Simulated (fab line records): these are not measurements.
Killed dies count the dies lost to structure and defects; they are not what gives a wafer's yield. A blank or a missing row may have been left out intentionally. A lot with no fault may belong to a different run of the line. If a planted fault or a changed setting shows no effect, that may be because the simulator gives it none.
Which tool did it? + flow rit cmos + 14 lots with 42 wafers sampled at 2 steps, on a route of 202 steps

## WHAT THE GAUGES SHOWED, per wafer
Not one reading of a measure or inspect step in the record can be checked against a usual standard deviation.

## EACH LOT AND THE TOOL THAT RAN IT (in order: tool; ch and the chambers of the sampled wafers; start)
| lot  | RIT_PLDD_DEVELOP_05              | RIT_M1_PROBE_99        |
|------|----------------------------------|------------------------|
| L532 | litho track-04 ch 0, day 3 11:00 | -                      |
| L533 | litho track-02 ch 0, day 3 16:00 | -                      |
| L535 | litho track-04 ch 0, day 4 02:00 | -                      |
| L536 | litho track-04 ch 0, day 4 05:00 | prober-01, day 4 20:26 |
| L537 | litho track-02 ch 0, day 4 11:00 | -                      |
| L538 | litho track-01 ch 0, day 4 15:00 | -                      |
| L539 | litho track-02 ch 0, day 4 19:00 | -                      |
| L540 | litho track-02 ch 0, day 4 23:00 | -                      |
| L541 | litho track-02 ch 0, day 5 05:00 | -                      |
| L542 | litho track-04 ch 0, day 5 08:00 | -                      |
| L544 | litho track-01 ch 0, day 5 21:00 | prober-01, day 6 11:49 |
| L549 | litho track-01 ch 0, day 6 22:00 | -                      |
| L550 | litho track-01 ch 0, day 7 04:00 | -                      |
| L553 | litho track-04 ch 0, day 7 21:00 | -                      |
- RIT_PLDD_DEVELOP_05: develop time 50 s.
- RIT_M1_PROBE_99

## WHAT THE TOOLS THEMSELVES READ (means of the sampled wafers that have a number; where no wafer has one, the mark that the record gives instead)
RIT_PLDD_DEVELOP_05. Usual: developer temp C at 23.01 C, with a standard deviation of 0.1.
| lot  | tool           | developer temp C (C) | flag |
|------|----------------|----------------------|------|
| L532 | litho track-04 | 22.99                |      |
| L533 | litho track-02 | 23.03                |      |
| L535 | litho track-04 | 22.91                |      |
| L536 | litho track-04 | 23.06                |      |
| L537 | litho track-02 | 22.92                |      |
| L538 | litho track-01 | 23.02                |      |
| L539 | litho track-02 | 22.99                |      |
| L540 | litho track-02 | 22.90                |      |
| L541 | litho track-02 | 23.11                |      |
| L542 | litho track-04 | 23.06                |      |
| L544 | litho track-01 | 22.92                |      |
| L549 | litho track-01 | 20.75                | OFF  |
| L550 | litho track-01 | 20.68                | OFF  |
| L553 | litho track-04 | 22.97                |      |

RIT_M1_PROBE_99. Usual: killed at contacts 0.1, standard deviation 0.3; killed at front end 7, standard deviation 3.3; killed dies 7, standard deviation 3.3; killed open 3.8, standard deviation 2.3; killed short 3.5, standard deviation 2.1.
| lot  | tool      | killed at contacts | killed at front end | killed dies | killed open | killed short | flag |
|------|-----------|--------------------|---------------------|-------------|-------------|--------------|------|
| L536 | prober-01 | 0.0                | 8                   | 8           | 4.0         | 3.7          |      |
| L544 | prober-01 | 0.0                | 6                   | 6           | 2.3         | 4.0          |      |

## THE ANSWER, worked out from the rows above alone
Rule: a lot counts as off when the mean over its wafers that have a number is more than 3 standard deviations away from the usual mean. A lot without any number at a reading at which 4 lots or more have one is off too. Any other lot the step has rows for is counted as sound. Order of review: gauges by route order, followed by the tools' own readings, for which a lot's mean as printed above is used. The first step at which some lot is off is used, and at that step the reading that is off furthest; a lot without a number counts as furthest.
Off: L549, L550 (RIT_PLDD_DEVELOP_05, developer temp C).
If a tool, at that step or one of the process steps before it, ran each lot that is off and ran no sound lot following the first of them, it fits. One fits: RIT_PLDD_DEVELOP_05 on litho track-01. Its last sound lot is L544 (day 5 21:00), its first lot that is off L549 (day 6 22:00): a fault that began between those two fits.
On the lots that are off, the tool's own readings at RIT_PLDD_DEVELOP_05 differ by more than 5 times the standard deviation of the sound lots' means, which bears it out; developer temp C reads 20.71 C there versus 22.99 C on the sound lots.

## WHAT THE SIMULATOR PUT IN
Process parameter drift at RIT_PLDD_DEVELOP_05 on litho track-01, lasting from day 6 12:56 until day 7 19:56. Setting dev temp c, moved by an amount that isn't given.
Struck lots among those shown: L549, L550. The rule above found the same.
